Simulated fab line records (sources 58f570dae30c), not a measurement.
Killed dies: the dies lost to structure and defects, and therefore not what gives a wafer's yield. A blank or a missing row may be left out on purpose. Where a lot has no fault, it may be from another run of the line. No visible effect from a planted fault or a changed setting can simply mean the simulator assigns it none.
Which tool was responsible? || flow berkeley-cmos170 || route of 331 steps, sampled at 1 step: 7 lots, 21 wafers

## WHAT EACH GAUGE READ, for each wafer
UCB170_START_BOW_MEAS_00.
{"lot": "L766", "measured": "day 1 20:01", "on": "film-metro-04", "INCOMING_BOW (um)": "-9 2 -1"}
{"lot": "L769", "measured": "day 2 11:02", "on": "film-metro-02", "INCOMING_BOW (um)": "3 -7 5"}
{"lot": "L774", "measured": "day 3 12:00", "on": "film-metro-02", "INCOMING_BOW (um)": "-2 -9 -3"}
{"lot": "L776", "measured": "day 3 22:04", "on": "film-metro-01", "INCOMING_BOW (um)": "7 13 9"}
{"lot": "L782", "measured": "day 5 04:04", "on": "film-metro-04", "INCOMING_BOW (um)": "3 3 -7"}
{"lot": "L784", "measured": "day 5 14:02", "on": "film-metro-04", "INCOMING_BOW (um)": "3 9 3"}
{"lot": "L786", "measured": "day 6 00:00", "on": "film-metro-02", "INCOMING_BOW (um)": "-2 1 -7"}

## WHAT TOOL EACH LOT RAN ON (gives the tool, then ch and the chambers of the sampled wafers, and finally the start)
Record: no process step prior to these readings.

## THE ANSWER, worked out from the rows above alone
Rule: usual is defined by the lots themselves. The widest of any qualifying gaps counts: lots, ordered by their means at a reading, are off when they make up no more than a third of the lots, leave a main group of 4 or more, and stand apart from it by 3 or more times the standard deviation of that group's means. A main group is skipped when, at the precision printed for the reading in the tables above, its means are all equal. Also off: a lot with no number at a reading for which 4 or more lots have one. Any other lot the step has rows for is counted as sound.
Nothing can be told from this: no lot is off at any reading shown.

## WHAT WAS PUT IN BY THE SIMULATOR
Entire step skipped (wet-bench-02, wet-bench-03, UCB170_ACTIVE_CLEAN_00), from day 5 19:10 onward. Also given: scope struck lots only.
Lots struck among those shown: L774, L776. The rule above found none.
